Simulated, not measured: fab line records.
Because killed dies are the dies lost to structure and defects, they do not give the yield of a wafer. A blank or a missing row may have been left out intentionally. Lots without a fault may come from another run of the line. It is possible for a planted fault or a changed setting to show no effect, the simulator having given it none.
Problem report in the 8D (eight disciplines) form, filled by code | flow ritCmos | the parts of the form that need people (team, actions taken, sign-off) are left out

== 1. THE ISSUE ==
Across 9 wafers from 3 lots, FOX1_OXIDE_THK at RIT_FOX1_THK_MEAS_01 averages 389 nm, while fault-free wafers read 350 nm with a standard deviation of 7.1. Relative to the usual mean, that is a shift of +5.5 standard deviations.
First observed at day 2 19:22: wafer L988.1, on filmMetro-01. The record has a number at this step for 45 wafers belonging to 15 lots. Rule for "out", or "out of limits": more than 4 standard deviations from the usual mean. The rest of the wafers with a number are treated as sound.

== 2. WHAT THIS IS AND IS NOT ==
question                    | is                         | is not
which readings at this step | FOX1_OXIDE_THK             | -
which lots                  | L988, L989, L991           | L101, L104, L105, L983, L984, L985, L986, L987, L992, L993, L994, L999
which wafers of those lots  | all that have a number     | -
read on which gauges        | filmMetro-01, filmMetro-04 | filmMetro-03
when                        | from day 2 19:22           | up to then (15 sound wafers); but 21 sound wafers of L101, L104, L105, L992, L993, L994, L999 came after

== 3. WHAT RULES OUT EACH SUSPECT ==
Counting: a tool at a process step up to the reading stays a suspect if it ran every lot that is out and no sound lot after the first of them.
- ruled out: the gauge at RIT_FOX1_THK_MEAS_01. Those wafers that are out were read across 2 gauges (filmMetro-01, filmMetro-04).
- furnace-04 at RIT_FOX1_OXIDATION_00 (target thk 350.7 nm, ox time 1130 s): kept. Every lot that is out went through it, starting with L988 (day 2 18:03), and after that it ran no sound lot; the last sound lot it ran before then is L987 (day 2 12:04).
Remaining after the count: furnace-04 at RIT_FOX1_OXIDATION_00.

== 4. THE CAUSE (what the simulator had put in) ==
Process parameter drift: furnace-04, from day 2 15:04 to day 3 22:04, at RIT_FOX1_OXIDATION_00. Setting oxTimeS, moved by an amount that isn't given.
Only this tool survived the counting.

== 5. SEQUENCE OF EFFECTS, ordered by route ==
Each row: a reading whose mean over the struck wafers that have a number lies more than 3 standard deviations from the usual. Scope: only readings with a usual standard deviation given in the record; hours: median across lots of the time from each lot's start at the first step in this table that gives one to its start at this step; sigmas: change in usual standard deviations.
hours | step                 | reading        | usual  | on struck wafers | change | sigmas
0     | RIT_FOX1_THK_MEAS_01 | FOX1_OXIDE_THK | 350 nm | 389              | +39    | +5.5
Later steps that measure or inspect, where all struck wafers having a row at the step show a number for every such reading and not one has moved that far: RIT_GATE_OVL_MEAS_17.

== 6. HOW IT WOULD HAVE BEEN CAUGHT EARLIER ==
4 hours passed between the start of the fault at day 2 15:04 and the first reading out of limits at a measuring or inspecting step in this record, taken at day 2 19:22.
No tool reading at RIT_FOX1_OXIDATION_00 that has a usual standard deviation in the record was out on any struck wafer, so an alarm limit of 4 standard deviations on those readings would not have fired.
Lots out: 3; of these, L989, L991 started RIT_FOX1_OXIDATION_00 on furnace-04 after day 2 19:22. A hold on the tool at that time would have spared those 2.
